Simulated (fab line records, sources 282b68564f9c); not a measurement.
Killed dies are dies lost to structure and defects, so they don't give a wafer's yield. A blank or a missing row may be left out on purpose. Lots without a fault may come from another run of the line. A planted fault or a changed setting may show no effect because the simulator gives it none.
Split-lot experiment | flow rit_cmos | 5 lots, 16 wafers read, on a route of 202 steps

THE SPLIT
At RIT_M1_METAL_ETCH_12 (etches Al in Cl2/BCl3, stops on SiO2, time 165 s, target depth 600 nm), the setting over_etch_frac was moved away from the recipe's 0.5 on 7 of the 16 wafers read, by -29.4% to -13.5%. The other wafers ran this setting at the recipe's value.

The reading is taken at the split's own step.

THE READING
NOVOLAK_of_M1_COAT_04.thk_nm (the simulator's own value, which no gauge read), in nm, at RIT_M1_METAL_ETCH_12 (etches Al in Cl2/BCl3, stops on SiO2, time 165 s, target depth 600 nm). The file gives no usual value for it. The 9 wafers here that ran the recipe average 803.5 nm, standard deviation 9.3 nm.

wafer  | tool, chamber at the split | over_etch_frac as run | against the recipe | NOVOLAK_of_M1_COAT_04.thk_nm, nm | against lot-mates on the recipe
L074.2 | rie_metal-04, 1            | 0.3812                | -23.8%             | 814.2                            | +27.3
L074.3 | rie_metal-04, 0            | 0.5                   | recipe             | 786.9                            | -
L074.5 | rie_metal-04, 1            | 0.3812                | -23.8%             | 817.9                            | +31.0
L076.3 | rie_metal-03, 1            | 0.4128                | -17.4%             | 822.8                            | +13.5
L076.4 | rie_metal-03, 0            | 0.5                   | recipe             | 809.3                            | -
L076.5 | rie_metal-03, 0            | 0.4128                | -17.4%             | 829.9                            | +20.6
L081.1 | rie_metal-01, 0            | 0.3529                | -29.4%             | 839.2                            | +25.8
L081.2 | rie_metal-01, 1            | 0.5                   | recipe             | 811.4                            | -
L081.3 | rie_metal-01, 1            | 0.5                   | recipe             | 812.9                            | -
L081.4 | rie_metal-01, 0            | 0.3529                | -29.4%             | 839.8                            | +26.4
L081.5 | rie_metal-01, 1            | 0.5                   | recipe             | 815.8                            | -
L083.1 | rie_metal-04, 1            | 0.5                   | recipe             | 795.6                            | -
L083.2 | rie_metal-04, 0            | 0.5                   | recipe             | 796.4                            | -
L083.5 | rie_metal-04, 1            | 0.5                   | recipe             | 796.8                            | -
L085.3 | rie_metal-03, 0            | 0.4323                | -13.5%             | 826.5                            | +20.3
L085.4 | rie_metal-03, 1            | 0.5                   | recipe             | 806.2                            | -

THE FIT
A straight line over all 16 wafers: NOVOLAK_of_M1_COAT_04.thk_nm changes by -1.03 nm for each +1% of over_etch_frac; r = -0.80; the points scatter about the line by 9.6 nm.
The same after taking each lot's own level away (the mean of its wafers on the recipe; 16 wafers): -1.02 nm for each +1%; r = -0.97; scatter 3.4 nm.
On that fit, the largest move of over_etch_frac shifts the reading by 30 nm.
The lots' own levels span 786.90 to 813.37 nm, that is 2.8 times the standard deviation above.
So the lot-to-lot level changes the slope little: the two slopes agree.
Check: with one of the wafers moved furthest among these (-29.4%) left out of the fit, the line predicts +31.9 nm for it against its lot-mates. It came out at +25.8 nm against them.

THE FILE'S OWN FIT
NOVOLAK_of_M1_COAT_04.thk_nm changes by -1.01 nm for each +1% of over_etch_frac, r = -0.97.
